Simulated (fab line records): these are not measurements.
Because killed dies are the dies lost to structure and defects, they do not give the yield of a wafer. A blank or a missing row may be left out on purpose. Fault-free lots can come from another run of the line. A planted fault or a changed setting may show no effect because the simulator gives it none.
fab line records -- flow rit_cmos
[record] lots = 6, wafers = 18, last_day = 8
route steps=202 shown ACTIVE@1 FOX1@20 FOX2@23 M1@202
lots untouched by any fault: they come from a run of this same line in which no faults occurred
start_h: start of the lot's first displayed wafer, in hours after the record's first day -- wait_h: hours since the lot's step before -- " repeats the value in the row above -- L1.1+2: one row covering several wafers at once -- - no value, or no start was given -- * or withheld: withheld -- < > ~ a bound
route shown NAME@n: a module of which the file shows steps, and the number in the route of the first -- usual: the fault-free wafers' mean and standard deviation -- same: alike in all rows -- chamber/n: place in a boat -- sites: the reading at each site -- _std_site: standard deviation of those values -- _edge_site: mean of outer sites minus mean of inner sites -- radius_mm: for every site, how far away it sits from the centre of the wafer -- mask NAME#n: copy n -- behind: tool/chamber where the wafer was last shaped -- hold: what put the lot on hold/how long, in hours/how the hold closed -- device: whichever transistor did not switch (one of n, p or np) -- end of line: tests run on the same wafers once the route is complete -- a step given without rows: its recipe and nothing more -- killed: the dies lost at the first sort to structure and to defects; this is not the yield of the wafer -- map: per-die view of a wafer (x killed, . not killed, _ where there is no die)
set.NAME: the setting that was run; set.NAME@STEP: the one run at that earlier step -- model.NAME: the simulator's own value behind a step, which no gauge read
a table for each step, a row for each wafer; lots at some steps of the route
services: when a tool's chamber went out of use (start_h, in hours from the record's first day, below 0 if earlier), for how many hours, and the reason
[[steps]]
[step RIT_ACTIVE_BOW_MEAS_00]
[recipe] mode = bow
[usual] INCOMING_BOW = -1/6.5
lot.wafer,tool,chamber,start_h,wait_h,INCOMING_BOW[um]
L154.3,film_metro-03,-,10.04,-,-1
L154.4,film_metro-03,-,10.04,-,-1
L154.5,film_metro-03,-,10.04,-,4
L155.1,film_metro-04,-,15.00,-,0
L155.3,film_metro-04,-,15.00,-,-5
L155.5,film_metro-04,-,15.00,-,1
L160.1,film_metro-04,-,40.00,-,-5
L160.3,film_metro-04,-,40.00,-,14
L160.6,film_metro-04,-,40.00,-,-2
L174.2,film_metro-03,-,110.02,-,1
L174.5,film_metro-03,-,110.02,-,-5
L174.6,film_metro-03,-,110.02,-,-4
L175.2,film_metro-04,-,115.02,-,0
L175.3,film_metro-04,-,115.02,-,-1
L175.4,film_metro-04,-,115.02,-,1
L176.1,film_metro-03,-,120.00,-,7
L176.2,film_metro-03,-,120.00,-,0
L176.3,film_metro-03,-,120.00,-,-8
[step RIT_ACTIVE_OXIDATION_01]
[recipe] temp_c = 1000, ambient = O2, target_thk_a = 468, ox_time_s = 3360
[usual] zone_power_centre_pct = 50/6.8
lot.wafer,tool,chamber,start_h,wait_h,zone_power_centre_pct,model.SiO2_of_ACTIVE_OXIDATION_01.thk_nm
L154.3,furnace-03,0,10.36,0.3,40,48.25
L154.4,furnace-03,0,10.36,0.3,40,49.11
L154.5,furnace-03,0,10.36,0.3,40,48.98
L155.1,furnace-04,0,18.83,3.8,56,47.73
L155.3,furnace-04,0,18.83,3.8,56,48.35
L155.5,furnace-04,0,18.83,3.8,56,48.7
L160.1,furnace-04,0,40.12,0.1,57,47.43
L160.3,furnace-04,0,40.12,0.1,57,47.7
L160.6,furnace-04,0,40.12,0.1,57,46.96
L174.2,furnace-03,0,112.71,2.7,39,72.08
L174.5,furnace-03,0,112.71,2.7,40,72.76
L174.6,furnace-03,0,112.71,2.7,40,72.45
L175.2,furnace-03,0,115.71,0.7,40,70.97
L175.3,furnace-03,0,115.71,0.7,39,71.51
L175.4,furnace-03,0,115.71,0.7,40,72.11
L176.1,furnace-01,0,120.64,0.6,50,46.73
L176.2,furnace-01,0,120.64,0.6,50,46.16
L176.3,furnace-01,0,120.64,0.6,50,46.41
[step RIT_ACTIVE_THK_MEAS_02]
[recipe] reads = SiO2_of_ACTIVE_OXIDATION_01
[usual] ACTIVE_OXIDE_THK = 47.1/1
lot.wafer,tool,chamber,start_h,wait_h,ACTIVE_OXIDE_THK[nm]
L154.3,film_metro-04,-,12.31,0.0,48.3
L154.4,film_metro-04,-,12.31,0.0,49.1
L154.5,film_metro-04,-,12.31,0.0,49.0
L155.1,film_metro-03,-,20.76,0.0,47.8
L155.3,film_metro-03,-,20.76,0.0,48.4
L155.5,film_metro-03,-,20.76,0.0,48.7
L160.1,film_metro-03,-,42.05,0.0,47.4
L160.3,film_metro-03,-,42.05,0.0,47.7
L160.6,film_metro-03,-,42.05,0.0,46.9
L174.2,film_metro-01,-,114.65,0.0,72.0
L174.5,film_metro-01,-,114.65,0.0,72.7
L174.6,film_metro-01,-,114.65,0.0,72.4
L175.2,film_metro-01,-,117.66,0.0,71.0
L175.3,film_metro-01,-,117.66,0.0,71.5
L175.4,film_metro-01,-,117.66,0.0,72.1
L176.1,film_metro-04,-,122.57,0.0,46.7
L176.2,film_metro-04,-,122.57,0.0,46.2
L176.3,film_metro-04,-,122.57,0.0,46.4
[step RIT_ACTIVE_CVD_03]
[recipe] material = Si3N4, target_thk_nm = 150, temp_c = 810, precursor = SiH2Cl2/NH3, time_s = 1500, pressure_mtorr = 300, sih2cl2_flow_sccm = 60, nh3_flow_sccm = 150
[step RIT_ACTIVE_THK_MEAS_04]
[recipe] reads = Si3N4_of_ACTIVE_CVD_03
[usual] ACTIVE_NITRIDE_THK = 149.9/1.5
lot.wafer,tool,chamber,start_h,wait_h,ACTIVE_NITRIDE_THK[nm]
L154.3,film_metro-01,-,14.99,0.0,147.9
L154.4,film_metro-01,-,14.99,0.0,147.7
L154.5,film_metro-01,-,14.99,0.0,147.9
L155.1,film_metro-04,-,23.33,0.0,151.3
L155.3,film_metro-04,-,23.33,0.0,150.8
L155.5,film_metro-04,-,23.33,0.0,149.8
L160.1,film_metro-03,-,43.53,0.0,149.6
L160.3,film_metro-03,-,43.53,0.0,150.2
L160.6,film_metro-03,-,43.53,0.0,149.9
L174.2,film_metro-03,-,116.27,0.0,148.0
L174.5,film_metro-03,-,116.27,0.0,149.0
L174.6,film_metro-03,-,116.27,0.0,148.3
L175.2,film_metro-04,-,119.46,0.0,152.3
L175.3,film_metro-04,-,119.46,0.0,150.9
L175.4,film_metro-04,-,119.46,0.0,152.3
L176.1,film_metro-03,-,124.05,0.0,151.2
L176.2,film_metro-03,-,124.05,0.0,151.3
L176.3,film_metro-03,-,124.05,0.0,150.5
[step RIT_ACTIVE_HMDS_05]
[recipe] prime_time_s = 60, prime_temp_c = 140
[step RIT_ACTIVE_COAT_06]
[recipe] resist = NOVOLAK, spin_rpm = 3250, resist_thk_nm = 1000
[step RIT_ACTIVE_SOFTBAKE_07]
[recipe] resist = NOVOLAK, temp_c = 90, time_s = 60
[step RIT_ACTIVE_EXPOSE_08]
[recipe] mask_id = M1, na = 0.6, source_shape = conventional, sigma_outer = 0.6, target_cd_nm = 1400, dose_mj = 225
[step RIT_ACTIVE_PEB_09]
[recipe] resist = NOVOLAK, temp_c = withheld, time_s = withheld
[step RIT_ACTIVE_DEVELOP_10]
[recipe] resist = NOVOLAK, develop_time_s = 50, dev_temp_c = 23
[step RIT_ACTIVE_CD_MEAS_11]
[recipe] target_cd_nm = 1400
[usual] cd_nm = 1399.6/1.9
lot.wafer,tool,chamber,start_h,wait_h,cd_nm
L154.3,cd_sem-02,-,16.04,-,1402.4
L154.4,cd_sem-02,-,16.04,-,1401.5
L154.5,cd_sem-02,-,16.04,-,1401.9
L155.1,cd_sem-02,-,24.24,-,1398.4
L155.3,cd_sem-02,-,24.24,-,1396.5
L155.5,cd_sem-02,-,24.24,-,1395.7
L160.1,cd_sem-02,-,44.56,-,1398.3
L160.3,cd_sem-02,-,44.56,-,1398.5
L160.6,cd_sem-02,-,44.56,-,1398.7
L174.2,cd_sem-02,-,117.32,-,1402.0
L174.5,cd_sem-02,-,117.32,-,1399.6
L174.6,cd_sem-02,-,117.32,-,1401.9
L175.2,cd_sem-01,-,120.42,-,1400.3
L175.3,cd_sem-01,-,120.42,-,1400.3
L175.4,cd_sem-01,-,120.42,-,1401.3
L176.1,cd_sem-02,-,125.09,-,1397.7
L176.2,cd_sem-02,-,125.09,-,1397.9
L176.3,cd_sem-02,-,125.09,-,1399.7
[step RIT_ACTIVE_HARDBAKE_12]
[recipe] resist = NOVOLAK, temp_c = 140, time_s = 60
[step RIT_ACTIVE_ETCH_13]
[recipe] stop_on = SiO2, chemistry = SF6, target = Si3N4, time_s = 210, over_etch_frac = 0.4, SF6_flow_sccm = 200, pressure_mtorr = 260, rf_w = 125, target_depth_a = 2100
[usual] drypump_motor_current_A = 5.8/0.62, oes_product_au = 0.821/0.013, throttle_valve_pct = 7.52/0.12
lot.wafer,tool,chamber,start_h,wait_h,drypump_motor_current_A,oes_product_au,rf_hours_counter_h,throttle_valve_pct
L154.3,rie_diel-01,1,16.27,0.1,6.4,0.826,108,7.30
L154.4,rie_diel-01,2,16.27,0.1,5.1,0.796,49,7.55
L154.5,rie_diel-01,0,16.27,0.1,4.9,0.824,-,7.55
L155.1,rie_diel-01,3,24.51,0.1,5.9,0.833,149,7.62
L155.3,rie_diel-01,1,24.51,0.1,6.4,0.833,108,7.29
L155.5,rie_diel-01,1,24.51,0.1,6.4,0.829,-,7.29
L160.1,rie_diel-01,1,44.83,0.1,6.4,0.830,109,7.29
L160.3,rie_diel-01,3,44.83,0.1,5.9,0.826,149,7.63
L160.6,rie_diel-01,0,44.83,0.1,4.9,0.836,-,7.57
L174.2,rie_diel-04,3,117.57,0.1,6.2,0.830,3,7.66
L174.5,rie_diel-04,2,117.57,0.1,6.2,0.821,-,7.49
L174.6,rie_diel-04,1,117.57,0.1,6.5,0.826,-,7.41
L175.2,rie_diel-01,0,120.67,0.1,4.9,0.842,119,7.55
L175.3,rie_diel-01,1,120.67,0.1,6.4,0.831,110,7.29
L175.4,rie_diel-01,3,120.67,0.1,5.9,0.829,151,7.62
L176.1,rie_diel-01,0,125.36,0.1,4.9,0.841,119,7.55
L176.2,rie_diel-01,2,125.36,0.1,5.2,0.804,51,7.56
L176.3,rie_diel-01,3,125.36,0.1,5.9,0.826,151,7.62
[step RIT_ACTIVE_STRIP_14]
[recipe] chemistry = O2, time_s = 180, resist = NOVOLAK, platen_temp_c = withheld, power_w = 500, pressure_mtorr = 4000, o2_flow_sccm = 4000
[usual] drypump_motor_current_A = 5.57/0.28
lot.wafer,tool,chamber,start_h,wait_h,drypump_motor_current_A,rf_hours_counter_h
L154.3,plasma_asher-03,0,16.46,0.1,6.02,-
L154.4,plasma_asher-03,1,16.46,0.1,5.94,-
L154.5,plasma_asher-03,1,16.46,0.1,5.94,-
L155.1,plasma_asher-03,0,24.64,0.1,5.99,37
L155.3,plasma_asher-03,1,24.64,0.1,5.92,-
L155.5,plasma_asher-03,1,24.64,0.1,5.92,-
L160.1,plasma_asher-03,0,44.97,0.1,6.02,40
L160.3,plasma_asher-03,0,44.97,0.1,6.01,-
L160.6,plasma_asher-03,0,44.97,0.1,6.01,-
L174.2,plasma_asher-01,0,117.70,0.1,5.54,33
L174.5,plasma_asher-01,1,117.70,0.1,4.96,-
L174.6,plasma_asher-01,0,117.70,0.1,5.56,-
L175.2,plasma_asher-01,1,120.80,0.1,4.97,34
L175.3,plasma_asher-01,0,120.80,0.1,5.55,-
L175.4,plasma_asher-01,1,120.80,0.1,5.00,-
L176.1,plasma_asher-02,1,125.49,0.1,5.61,50
L176.2,plasma_asher-02,0,125.49,0.1,5.48,50
L176.3,plasma_asher-02,1,125.49,0.1,5.60,-
[step RIT_ACTIVE_CD_MEAS_90]
[recipe] target_cd_nm = 1400
[usual] cd_nm = 1399.6/1.9
lot.wafer,tool,chamber,start_h,wait_h,cd_nm
L154.3,cd_sem-01,-,16.62,0.1,1402.5
L154.4,cd_sem-01,-,16.62,0.1,1401.3
L154.5,cd_sem-01,-,16.62,0.1,1401.3
L155.1,cd_sem-01,-,24.81,0.1,1398.6
L155.3,cd_sem-01,-,24.81,0.1,1396.9
L155.5,cd_sem-01,-,24.81,0.1,1396.0
L160.1,cd_sem-02,-,45.14,0.1,1398.1
L160.3,cd_sem-02,-,45.14,0.1,1398.3
L160.6,cd_sem-02,-,45.14,0.1,1399.0
L174.2,cd_sem-02,-,117.90,0.1,1401.5
L174.5,cd_sem-02,-,117.90,0.1,1399.4
L174.6,cd_sem-02,-,117.90,0.1,1401.8
L175.2,cd_sem-02,-,121.00,0.1,1400.0
L175.3,cd_sem-02,-,121.00,0.1,1400.1
L175.4,cd_sem-02,-,121.00,0.1,1401.8
L176.1,cd_sem-02,-,125.66,0.1,1397.5
L176.2,cd_sem-02,-,125.66,0.1,1398.2
L176.3,cd_sem-02,-,125.66,0.1,1400.0
[step RIT_ACTIVE_CLEAN_15]
[recipe] chemistry = SC1, mix = 3:3:50, time_s = 600, temp_c = 75
[step RIT_ACTIVE_CLEAN_16]
[recipe] chemistry = dHF, dilution = 50:1, time_s = 30
[step RIT_ACTIVE_CLEAN_17]
[recipe] chemistry = SC2, mix = 3:3:50, time_s = 600, temp_c = 75, dry = n2_spin
[step RIT_FOX1_OXIDATION_00]
[recipe] temp_c = 1100, ambient = H2O, target_thk_a = 3507, p_h2o_torr = 720, ox_time_s = 1130
[step RIT_FOX1_THK_MEAS_01]
[recipe] reads = SiO2_of_FOX1_OXIDATION_00
[usual] FOX1_OXIDE_THK = 351/6.3
lot.wafer,tool,chamber,start_h,wait_h,FOX1_OXIDE_THK[nm]
L154.3,film_metro-02,-,22.80,0.0,351
L154.4,film_metro-02,-,22.80,0.0,350
L154.5,film_metro-02,-,22.80,0.0,354
L155.1,film_metro-02,-,27.56,0.0,352
L155.3,film_metro-02,-,27.56,0.0,360
L155.5,film_metro-02,-,27.56,0.0,355
L160.1,film_metro-02,-,47.30,0.0,360
L160.3,film_metro-02,-,47.30,0.0,362
L160.6,film_metro-02,-,47.30,0.0,357
L174.2,film_metro-02,-,119.70,0.0,349
L174.5,film_metro-02,-,119.70,0.0,350
L174.6,film_metro-02,-,119.70,0.0,346
L175.2,film_metro-02,-,125.31,0.0,358
L175.3,film_metro-02,-,125.31,0.0,353
L175.4,film_metro-02,-,125.31,0.0,348
L176.1,film_metro-03,-,130.29,0.0,345
L176.2,film_metro-03,-,130.29,0.0,347
L176.3,film_metro-03,-,130.29,0.0,349
[step RIT_FOX1_WET_ETCH_02]
[recipe] chemistry = BOE, target_depth_nm = 350, time_s = 390, temp_c = 21.5, dry = n2_spin, dilution = 10:1, target = SiO2
[step RIT_FOX2_OXIDATION_00]
[recipe] temp_c = 1100, ambient = H2O, target_thk_a = 3507, p_h2o_torr = 720, ox_time_s = 1130
[step RIT_FOX2_THK_MEAS_01]
[recipe] reads = SiO2_of_FOX2_OXIDATION_00
[usual] FOX2_OXIDE_THK = 352/7.3
lot.wafer,tool,chamber,start_h,wait_h,FOX2_OXIDE_THK[nm]
L154.3,film_metro-02,-,27.13,0.0,342
L154.4,film_metro-02,-,27.13,0.0,342
L154.5,film_metro-02,-,27.13,0.0,335
L155.1,film_metro-01,-,29.05,0.0,360
L155.3,film_metro-01,-,29.05,0.0,357
L155.5,film_metro-01,-,29.05,0.0,364
L160.1,film_metro-02,-,48.91,0.0,353
L160.3,film_metro-02,-,48.91,0.0,351
L160.6,film_metro-02,-,48.91,0.0,354
L174.2,film_metro-02,-,121.19,0.0,344
L174.5,film_metro-02,-,121.19,0.0,343
L174.6,film_metro-02,-,121.19,0.0,341
L175.2,film_metro-02,-,128.98,0.0,348
L175.3,film_metro-02,-,128.98,0.0,349
L175.4,film_metro-02,-,128.98,0.0,348
L176.1,film_metro-02,-,136.33,0.0,350
L176.2,film_metro-02,-,136.33,0.0,351
L176.3,film_metro-02,-,136.33,0.0,349
[step RIT_FOX2_CLEAN_02]
[recipe] chemistry = dHF, dilution = 50:1, time_s = 180
[step RIT_FOX2_WET_ETCH_03]
[recipe] chemistry = H3PO4, target = Si3N4, target_depth_nm = 195, temp_c = 165, time_s = 2700
lot.wafer,tool,chamber,start_h,wait_h,model.SiO2_of_ACTIVE_OXIDATION_01.thk_nm
L154.3,wet_bench-01,1,27.22,0.0,42.24
L154.4,wet_bench-01,1,27.22,0.0,43.63
L154.5,wet_bench-01,1,27.22,0.0,42.33
L155.1,wet_bench-04,0,29.17,0.0,42.45
L155.3,wet_bench-04,0,29.17,0.0,42.4
L155.5,wet_bench-04,0,29.17,0.0,42.68
L160.1,wet_bench-02,2,49.05,0.0,41.49
L160.3,wet_bench-02,2,49.05,0.0,42.36
L160.6,wet_bench-02,2,49.05,0.0,40.51
L174.2,wet_bench-04,2,121.31,0.0,64.15
L174.5,wet_bench-04,2,121.31,0.0,64.81
L174.6,wet_bench-04,2,121.31,0.0,63.65
L175.2,wet_bench-02,0,129.09,0.0,61.67
L175.3,wet_bench-02,0,129.09,0.0,62.76
L175.4,wet_bench-02,0,129.09,0.0,63.95
L176.1,wet_bench-02,0,136.45,0.0,40.38
L176.2,wet_bench-02,0,136.45,0.0,41.08
L176.3,wet_bench-02,0,136.45,0.0,41.28
[step RIT_FOX2_THK_MEAS_90]
[recipe] reads = SiO2_of_FOX2_OXIDATION_00
[usual] FIELD_OXIDE_LEFT_1_THK = 325/7.4
lot.wafer,tool,chamber,start_h,wait_h,FIELD_OXIDE_LEFT_1_THK[nm]
L154.3,film_metro-02,-,28.07,0.0,314
L154.4,film_metro-02,-,28.07,0.0,315
L154.5,film_metro-02,-,28.07,0.0,307
L155.1,film_metro-01,-,29.92,0.0,333
L155.3,film_metro-01,-,29.92,0.0,329
L155.5,film_metro-01,-,29.92,0.0,337
L160.1,film_metro-02,-,49.81,0.0,325
L160.3,film_metro-02,-,49.81,0.0,324
L160.6,film_metro-02,-,49.81,0.0,327
L174.2,film_metro-01,-,122.15,0.0,317
L174.5,film_metro-01,-,122.15,0.0,316
L174.6,film_metro-01,-,122.15,0.0,314
L175.2,film_metro-01,-,129.86,0.0,321
L175.3,film_metro-01,-,129.86,0.0,321
L175.4,film_metro-01,-,129.86,0.0,320
L176.1,film_metro-04,-,137.21,0.0,323
L176.2,film_metro-04,-,137.21,0.0,324
L176.3,film_metro-04,-,137.21,0.0,322
[step RIT_M1_PROBE_99]
[usual] killed_at_M0_to_M3 = 0.0/0.12, killed_at_contacts = 0.0/0.2, killed_at_front_end = 7/3, killed_dies = 7/3, killed_on_rim = 2.1/1.6, killed_open = 3.4/1.8, killed_short = 3.8/2.1
[same] gross_dies = 264, killed_at_M4_up = 0, killed_at_back_side = 0, killed_at_other = 0
lot.wafer,tool,chamber,start_h,wait_h,killed_at_M0_to_M3,killed_at_contacts,killed_at_front_end,killed_dies,killed_on_rim,killed_open,killed_short
L154.3,prober-01,-,67.92,0.2,0,0,12,12,4,5,7
L154.4,prober-01,-,67.97,0.2,0,0,10,10,1,5,5
L154.5,prober-01,-,68.02,0.2,0,0,5,5,0,2,3
L155.1,prober-02,-,70.16,0.1,0,1,6,7,0,1,6
L155.3,prober-02,-,70.26,0.2,0,0,8,8,1,3,5
L155.5,prober-02,-,70.36,0.2,0,0,11,11,5,5,6
L160.1,prober-01,-,90.63,0.1,0,0,8,8,3,4,4
L160.3,prober-01,-,90.73,0.2,0,0,7,7,1,2,5
L160.6,prober-01,-,90.88,0.2,1,0,9,10,2,4,6
L174.2,prober-02,-,167.11,0.1,0,0,5,5,1,3,2
L174.5,prober-02,-,167.26,0.2,0,0,13,13,2,9,4
L174.6,prober-02,-,167.31,0.2,0,0,8,8,2,4,4
L175.2,prober-01,-,174.01,0.1,0,0,8,8,1,3,5
L175.3,prober-01,-,174.06,0.2,0,0,7,7,2,3,4
L175.4,prober-01,-,174.11,0.2,0,0,2,2,1,1,1
L176.1,prober-02,-,183.21,0.1,0,0,5,5,1,3,2
L176.2,prober-02,-,183.26,0.1,0,0,4,4,0,4,0
L176.3,prober-02,-,183.31,0.2,0,0,5,5,0,1,4
// killed by level:class
L154.3 GATE:geometric_particle:short=3 GATE:geometric_particle:open=3 REOX:geometric_particle:short=3 FOX1:geometric_particle:short=1 REOX:geometric_particle:open=1 SILICIDE:geometric_particle:open=1
L154.4 FOX1:geometric_particle:short=2 GATE:geometric_particle:short=2 REOX:geometric_particle:open=2 FOX1:geometric_particle:open=1 FOX2:geometric_particle:open=1 GATE:geometric_particle:open=1 REOX:geometric_particle:short=1
L154.5 GATE:geometric_particle:short=2 SPACER:geometric_particle:open=2 SILICIDE:geometric_particle:short=1
L155.1 REOX:geometric_particle:short=3 FOX1:geometric_particle:short=1 CONTACT:geometric_particle:short=1 SPACER:geometric_particle:short=1 SILICIDE:geometric_particle:open=1
L155.3 FOX1:geometric_particle:short=2 SPACER:geometric_particle:short=2 FOX2:geometric_particle:open=1 GATE:geometric_particle:open=1 SPACER:geometric_particle:open=1 SILICIDE:geometric_particle:short=1
L155.5 FOX1:geometric_particle:open=2 REOX:geometric_particle:short=2 SILICIDE:geometric_particle:short=2 FOX1:geometric_particle:short=1 FOX2:geometric_particle:open=1 GATE:geometric_particle:open=1 SPACER:geometric_particle:short=1 SPACER:geometric_particle:open=1
L160.1 GATE:geometric_particle:short=4 FOX1:geometric_particle:open=2 GATE:geometric_particle:open=1 SPACER:geometric_particle:open=1
L160.3 GATE:geometric_particle:short=2 FOX1:geometric_particle:short=1 FOX1:geometric_particle:open=1 SPACER:geometric_particle:short=1 SILICIDE:geometric_particle:open=1 SILICIDE:geometric_particle:short=1
L160.6 FOX1:geometric_particle:open=2 GATE:geometric_particle:open=2 GATE:geometric_particle:short=2 FOX1:geometric_particle:short=1 REOX:geometric_particle:short=1 SILICIDE:geometric_particle:short=1 M1:geometric_particle:short=1
L174.2 GATE:geometric_particle:open=2 FOX1:geometric_particle:short=1 FOX2:geometric_particle:open=1 SPACER:geometric_particle:short=1
L174.5 FOX1:geometric_particle:open=3 GATE:geometric_particle:short=2 GATE:geometric_particle:open=2 SPACER:geometric_particle:open=2 FOX2:geometric_particle:open=1 FOX2:geometric_particle:short=1 SPACER:geometric_particle:short=1 SILICIDE:geometric_particle:open=1
L174.6 GATE:geometric_particle:open=3 GATE:geometric_particle:short=3 FOX1:geometric_particle:open=1 SILICIDE:geometric_particle:short=1
L175.2 GATE:geometric_particle:short=3 FOX2:geometric_particle:open=1 GATE:geometric_particle:open=1 REOX:geometric_particle:short=1 REOX:geometric_particle:open=1 SILICIDE:geometric_particle:short=1
L175.3 GATE:geometric_particle:short=2 GATE:geometric_particle:open=2 REOX:geometric_particle:short=1 REOX:geometric_particle:open=1 SILICIDE:geometric_particle:short=1
L175.4 GATE:geometric_particle:short=1 GATE:geometric_particle:open=1
L176.1 SILICIDE:geometric_particle:open=2 GATE:geometric_particle:open=1 GATE:geometric_particle:short=1 SPACER:geometric_particle:short=1
L176.2 GATE:geometric_particle:open=3 FOX1:geometric_particle:open=1
L176.3 SILICIDE:geometric_particle:short=3 GATE:geometric_particle:short=1 SPACER:geometric_particle:open=1
[[services]]
tool,chamber,start_h,hours,kind
furnace-04,-,-11.71,3.3,pm
rie_diel-01,0,-1.90,5.8,repair
wet_bench-02,-,0.77,5.6,repair
furnace-01,-,14.88,3.8,pm
furnace-03,-,16.20,3.5,pm
furnace-03,-,19.74,6.5,pm
rie_diel-04,0,42.82,4.8,repair
rie_diel-01,-,45.14,0.3,repair
furnace-01,-,63.13,2.2,pm
plasma_asher-03,-,76.25,2.9,repair
plasma_asher-03,-,108.75,9.0,pm
plasma_asher-03,0,108.75,9.0,vent_cycle
plasma_asher-03,1,108.75,9.0,vent_cycle
plasma_asher-03,-,116.03,0.7,repair
plasma_asher-03,0,117.75,-,clean
plasma_asher-03,1,117.75,-,clean
rie_diel-01,1,126.20,4.9,repair
furnace-03,-,133.39,4.1,pm
plasma_asher-01,-,136.21,0.6,repair
[[key]]
[first_sign] step = RIT_ACTIVE_THK_MEAS_02, reading = ACTIVE_OXIDE_THK, direction = up, sigmas = 24, usual = 47.1, struck = 72.0
effect none on later readings
[model_effect] step = RIT_ACTIVE_OXIDATION_01, value = SiO2_of_ACTIVE_OXIDATION_01.thk_nm, without = 47, struck = 71.98
[model_effect] step = RIT_FOX2_WET_ETCH_03, value = SiO2_of_ACTIVE_OXIDATION_01.thk_nm, without = 41.3, struck = 63.5
met_at RIT_ACTIVE_OXIDATION_01
struck_wafers L174.2,L174.5,L174.6,L175.2,L175.3,L175.4
tester_left_out L174,L175
onset_between 10.36 112.71
[fault] kind = process_parameter_drift, tool = furnace-03, chamber = -, onset_h = 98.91, steps = RIT_ACTIVE_OXIDATION_01, channel = ox_time_s, offset = *, shape = step, end_h = 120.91, acts_in = *, stated = *
// tester_left_out: of these lots the tester's yield and bins aren't shown, on N5 and GAA mostly nor the transistor test; their killed dies are dies lost to structure and defects alone, not to doping, threshold or leakage, so they don't give the yield
